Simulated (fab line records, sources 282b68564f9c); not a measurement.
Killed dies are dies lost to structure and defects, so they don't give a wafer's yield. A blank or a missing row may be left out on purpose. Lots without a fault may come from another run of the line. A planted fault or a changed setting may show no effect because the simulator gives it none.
fab line records | flow rit_cmos
record lots=7 wafers=21 last_day=7
route steps=202 shown ACTIVE@2 M1@202
lots that met no fault: from a run of the same line without faults
start_h: hours from the record's first day to the start of the lot's first wafer shown | wait_h: hours since the lot's step before | " the same as in the row above | L1.1+2: a row that stands for several wafers | - no value, or no start given | * or withheld: withheld | < > ~ a bound
route shown NAME@n: a module of which the file shows steps, and the number in the route of the first | usual: mean/standard deviation of fault-free wafers | same: alike in all rows | chamber/n: place in a boat | sites: the reading at each site | _std_site: their standard deviation | _edge_site: outer sites' mean less inner sites' | radius_mm: how far each site lies from the wafer's centre | mask NAME#n: copy n | behind: the tool/chamber that last shaped the wafer | hold: why the lot was held/for how many hours/how that ended | device: the transistor (n, p or np) that didn't switch | end of line: the same wafers' tests at the end of the route | a step without rows: its recipe alone | killed: dies lost to structure and defects at the first sort, not the wafer's yield | map: a wafer's dies, x killed, . not, _ none there
set.NAME: the setting as run; set.NAME@STEP: as run at that earlier step | model.NAME: the simulator's own value behind a step, which no gauge read
lots at some steps of the route; a table a step, a row a wafer
services: from which hour (start_h, from the record's first day; less than 0 if before it) a tool's chamber was out of use, for how many hours, and why
## steps
# step RIT_ACTIVE_OXIDATION_01
# recipe temp_c=1000 ambient=O2 target_thk_a=468 ox_time_s=3360
# step RIT_ACTIVE_THK_MEAS_02
# recipe reads=SiO2_of_ACTIVE_OXIDATION_01
# usual ACTIVE_OXIDE_THK=46.8/0.89
# columns lot.wafer tool chamber start_h wait_h ACTIVE_OXIDE_THK[nm]
L499.1 film_metro-01 - 17.05 0.0 46.1
L499.3 " - " " 46.3
L499.6 " - " " 45.8
L501.2 film_metro-02 - 27.06 0.0 47.4
L501.5 " - " " 48.8
L501.6 " - " " 47.0
L508.2 film_metro-02 - 62.06 0.0 46.6
L508.3 " - " " 47.4
L508.6 " - " " 46.6
L509.1 film_metro-04 - 67.05 0.0 45.6
L509.2 " - " " 46.2
L509.3 " - " " 46.9
L512.3 film_metro-01 - 83.14 0.0 45.7
L512.4 " - " " 46.6
L512.6 " - " " 46.1
L518.1 film_metro-04 - 112.91 0.0 47.5
L518.2 " - " " 47.1
L518.3 " - " " 47.5
L521.1 film_metro-02 - 127.05 0.0 47.8
L521.2 " - " " 47.2
L521.6 " - " " 47.4
# step RIT_ACTIVE_CVD_03
# recipe material=Si3N4 target_thk_nm=150 temp_c=810 precursor=SiH2Cl2/NH3 time_s=1500 pressure_mtorr=300 sih2cl2_flow_sccm=60 nh3_flow_sccm=150
# step RIT_ACTIVE_THK_MEAS_04
# recipe reads=Si3N4_of_ACTIVE_CVD_03
# usual ACTIVE_NITRIDE_THK=150.4/1.4
# columns lot.wafer tool chamber start_h wait_h ACTIVE_NITRIDE_THK[nm]
L499.1 film_metro-02 - 18.53 0.0 149.2
L499.3 " - " " 149.9
L499.6 " - " " 150.4
L501.2 film_metro-01 - 28.54 0.0 148.7
L501.5 " - " " 149.7
L501.6 " - " " 149.5
L508.2 film_metro-02 - 63.54 0.0 152.4
L508.3 " - " " 151.8
L508.6 " - " " 152.0
L509.1 film_metro-01 - 68.53 0.0 150.7
L509.2 " - " " 150.7
L509.3 " - " " 149.8
L512.3 film_metro-01 - 84.62 0.0 149.8
L512.4 " - " " 149.8
L512.6 " - " " 148.9
L518.1 film_metro-02 - 114.39 0.0 149.8
L518.2 " - " " 149.9
L518.3 " - " " 149.8
L521.1 film_metro-04 - 128.53 0.0 154.0
L521.2 " - " " 151.0
L521.6 " - " " 150.8
# step RIT_ACTIVE_HMDS_05
# recipe prime_time_s=60 prime_temp_c=140
# step RIT_ACTIVE_COAT_06
# recipe resist=NOVOLAK spin_rpm=3250 resist_thk_nm=1000
# step RIT_ACTIVE_SOFTBAKE_07
# recipe resist=NOVOLAK temp_c=90 time_s=60
# step RIT_ACTIVE_EXPOSE_08
# recipe mask_id=M1 na=0.6 source_shape=conventional sigma_outer=0.6 target_cd_nm=1400 dose_mj=225
# step RIT_ACTIVE_PEB_09
# recipe resist=NOVOLAK temp_c=withheld time_s=withheld
# step RIT_ACTIVE_DEVELOP_10
# recipe resist=NOVOLAK develop_time_s=50 dev_temp_c=23
# step RIT_ACTIVE_CD_MEAS_11
# recipe target_cd_nm=1400
# usual cd_nm=1400.0/2.2
# columns lot.wafer tool chamber start_h wait_h cd_nm
L499.1 cd_sem-01 - 19.56 - 1401.3
L499.3 " - " " 1400.8
L499.6 " - " " 1401.3
L501.2 cd_sem-02 - 29.58 - 1399.5
L501.5 " - " " 1398.1
L501.6 " - " " 1398.3
L508.2 cd_sem-01 - 64.58 - 1402.3
L508.3 " - " " 1401.5
L508.6 " - " " 1401.6
L509.1 cd_sem-01 - 69.56 - 1403.8
L509.2 " - " " 1402.1
L509.3 " - " " 1403.1
L512.3 cd_sem-01 - 85.55 - 1400.2
L512.4 " - " " 1401.5
L512.6 " - " " 1401.9
L518.1 cd_sem-02 - 115.42 - 1399.8
L518.2 " - " " 1401.3
L518.3 " - " " 1400.0
L521.1 cd_sem-01 - 129.44 - 1403.7
L521.2 " - " " 1402.8
L521.6 " - " " 1402.2
# step RIT_ACTIVE_HARDBAKE_12
# recipe resist=NOVOLAK temp_c=140 time_s=60
# step RIT_ACTIVE_ETCH_13
# recipe stop_on=SiO2 chemistry=SF6 target=Si3N4 time_s=210 over_etch_frac=0.4 SF6_flow_sccm=200 pressure_mtorr=260 rf_w=125 target_depth_a=2100
# usual drypump_motor_current_A=5.8/0.47 oes_product_au=0.814/0.011 rf_fwd_power_W=124.6/0.4 throttle_valve_pct=7.42/0.085
# columns lot.wafer tool chamber start_h wait_h drypump_motor_current_A oes_product_au rf_fwd_power_W rf_hours_counter_h throttle_valve_pct model.NOVOLAK_of_ACTIVE_COAT_06.thk_nm model.SiO2_of_ACTIVE_OXIDATION_01.thk_nm
L499.1 rie_diel-01 3 19.83 0.1 6.1 0.807 124.8 118 7.43 652.3 46.09
L499.3 " 2 " " 5.7 0.807 125.0 5 7.36 650.6 45.11
L499.6 " 2 " " 5.7 0.813 124.7 - 7.36 654 44.61
L501.2 rie_diel-03 1 29.83 0.1 6.6 0.812 125.2 4 7.34 656.9 46.74
L501.5 " 2 " " 5.8 0.825 124.4 - 7.35 657.2 48.76
L501.6 " 1 " " 6.7 0.802 124.9 - 7.34 659.3 46.4
L508.2 rie_diel-01 0 64.83 0.1 6.2 0.814 105.0 148 7.62 686.1 46.54
L508.3 " 2 " " 5.7 0.811 105.1 6 7.36 689.6 47.41
L508.6 " 2 " " 5.7 0.820 105.0 - 7.38 687.5 46.62
L509.1 rie_diel-01 3 69.83 0.1 6.1 0.802 105.0 119 7.46 691.7 45.64
L509.2 " 0 " " 6.2 0.804 104.6 148 7.60 687.4 46.16
L509.3 " 1 " " 5.3 0.815 104.0 27 7.35 694 46.82
L512.3 rie_diel-01 1 85.78 0.1 5.3 0.818 104.0 27 7.35 697.2 45.72
L512.4 " 3 " " 6.1 0.808 104.5 119 7.42 691.9 46.66
L512.6 " 2 " " 5.7 0.802 104.8 - 7.38 685.3 46.14
L518.1 rie_diel-03 2 115.69 0.1 5.8 0.815 124.8 25 7.36 659.4 47.5
L518.2 " 3 " " 5.7 0.797 124.9 120 7.49 654.2 45.81
L518.3 " 1 " " 6.7 0.820 123.9 5 7.35 657.9 46.92
L521.1 rie_diel-03 0 129.71 0.1 6.2 0.834 124.8 7 7.44 657.9 47.86
L521.2 " 1 " " 6.6 0.815 124.5 6 7.33 656.2 46.67
L521.6 " 2 " " 5.8 0.818 124.5 - 7.35 654.4 47.42
# step RIT_ACTIVE_STRIP_14
# recipe chemistry=O2 time_s=180 resist=NOVOLAK platen_temp_c=withheld power_w=500 pressure_mtorr=4000 o2_flow_sccm=4000
# usual drypump_motor_current_A=5.5/0.43
# columns lot.wafer tool chamber start_h wait_h drypump_motor_current_A rf_hours_counter_h
L499.1 plasma_asher-03 1 19.97 0.1 5.7 24
L499.3 " 1 " " 5.7 -
L499.6 " 1 " " 5.7 -
L501.2 plasma_asher-04 0 29.97 0.1 5.1 38
L501.5 " 0 " " 5.1 -
L501.6 " 1 " " 4.9 -
L508.2 plasma_asher-03 0 64.97 0.1 6.1 28
L508.3 " 1 " " 5.7 -
L508.6 " 0 " " 6.2 -
L509.1 plasma_asher-02 0 69.97 0.1 5.5 44
L509.2 " 1 " " 5.1 44
L509.3 " 0 " " 5.5 -
L512.3 plasma_asher-03 0 85.97 0.1 6.1 -
L512.4 " 1 " " 5.7 -
L512.6 " 0 " " 6.2 -
L518.1 plasma_asher-03 0 115.82 0.1 6.2 34
L518.2 " 1 " " 5.7 34
L518.3 " 1 " " 5.7 -
L521.1 plasma_asher-04 0 129.84 0.1 5.0 49
L521.2 " 1 " " 4.9 49
L521.6 " 0 " " 5.0 -
# step RIT_M1_PROBE_99
# usual killed_at_contacts=0.1/0.31 killed_at_front_end=7.1/2.8 killed_dies=7.2/2.8 killed_open=3.5/2 killed_short=3.7/1.9
# same gross_dies=264 killed_at_M0_to_M3=0 killed_at_M4_up=0 killed_at_back_side=0 killed_at_other=0
# columns lot.wafer tool chamber start_h wait_h killed_at_contacts killed_at_front_end killed_dies killed_open killed_short
L508.2 prober-01 - 110.07 0.1 0 8 8 3 5
L508.3 prober-01 - 110.12 0.2 0 5 5 5 0
L508.6 prober-01 - 110.27 0.2 0 7 7 7 0
L509.1 prober-02 - 114.41 0.1 1 5 6 2 3
L509.2 prober-02 - 114.46 0.1 0 7 7 4 3
L509.3 prober-02 - 114.51 0.2 1 5 6 2 3
L521.1 prober-02 - 179.02 0.1 0 4 4 2 2
L521.2 prober-02 - 179.07 0.1 0 6 6 4 2
L521.6 prober-02 - 179.27 0.2 0 4 4 2 2
# killed by level:class
L508.2 GATE:geometric_particle:short=3 FOX1:geometric_particle:short=2 GATE:geometric_particle:open=2 FOX1:geometric_particle:open=1
L508.3 SPACER:geometric_particle:open=2 FOX1:geometric_particle:open=1 FOX2:geometric_particle:open=1 GATE:geometric_particle:open=1
L508.6 GATE:geometric_particle:open=4 FOX1:geometric_particle:open=2 FOX2:geometric_particle:open=1
L509.1 GATE:geometric_particle:short=2 FOX1:geometric_particle:open=1 GATE:geometric_particle:open=1 REOX:geometric_particle:short=1 CONTACT:coat_microbubble_printed=1
L509.2 FOX2:geometric_particle:open=3 GATE:geometric_particle:short=2 GATE:geometric_particle:open=1 REOX:geometric_particle:short=1
L509.3 REOX:geometric_particle:short=3 GATE:geometric_particle:open=1 REOX:geometric_particle:open=1 CONTACT:coat_microbubble_printed=1
L521.1 FOX1:geometric_particle:short=2 GATE:geometric_particle:open=1 SILICIDE:geometric_particle:open=1
L521.2 FOX1:geometric_particle:short=2 GATE:geometric_particle:open=2 REOX:geometric_particle:open=2
L521.6 GATE:geometric_particle:short=2 FOX1:geometric_particle:open=1 SILICIDE:geometric_particle:open=1
## services
# columns tool chamber start_h hours kind
plasma_asher-03 - -3.08 2.8 pm
rie_diel-01 - 51.72 2.2 repair
rie_diel-03 - 59.64 14.6 pm
rie_diel-03 0 90.94 21.9 repair
rie_diel-03 1 100.13 4.4 repair
rie_diel-03 2 109.74 5.4 repair
rie_diel-03 0 113.59 2.4 repair
plasma_asher-02 - 119.68 1.4 repair
## key
first_sign step=RIT_ACTIVE_ETCH_13 reading=rf_fwd_power_W direction=down sigmas=49 usual=124.6 struck=104.7
effect none on later readings
model_effect step=RIT_ACTIVE_ETCH_13 value=NOVOLAK_of_ACTIVE_COAT_06.thk_nm without=653.2 struck=690.1
met_at RIT_ACTIVE_ETCH_13
struck_wafers L508.2,L508.3,L508.6,L509.1,L509.2,L509.3,L512.3,L512.4,L512.6
tester_left_out L508,L509,L512
onset_between 19.83 64.83
fault kind=process_parameter_drift tool=rie_diel-01 chamber=- onset_h=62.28 steps=RIT_ACTIVE_ETCH_13 channel=rf_w offset=-20 shape=step end_h=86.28 acts_in=these_recipes_only stated=125
# tester_left_out: of these lots the tester's yield and bins aren't shown, on N5 and GAA mostly nor the transistor test; their killed dies are dies lost to structure and defects alone, not to doping, threshold or leakage, so they don't give the yield
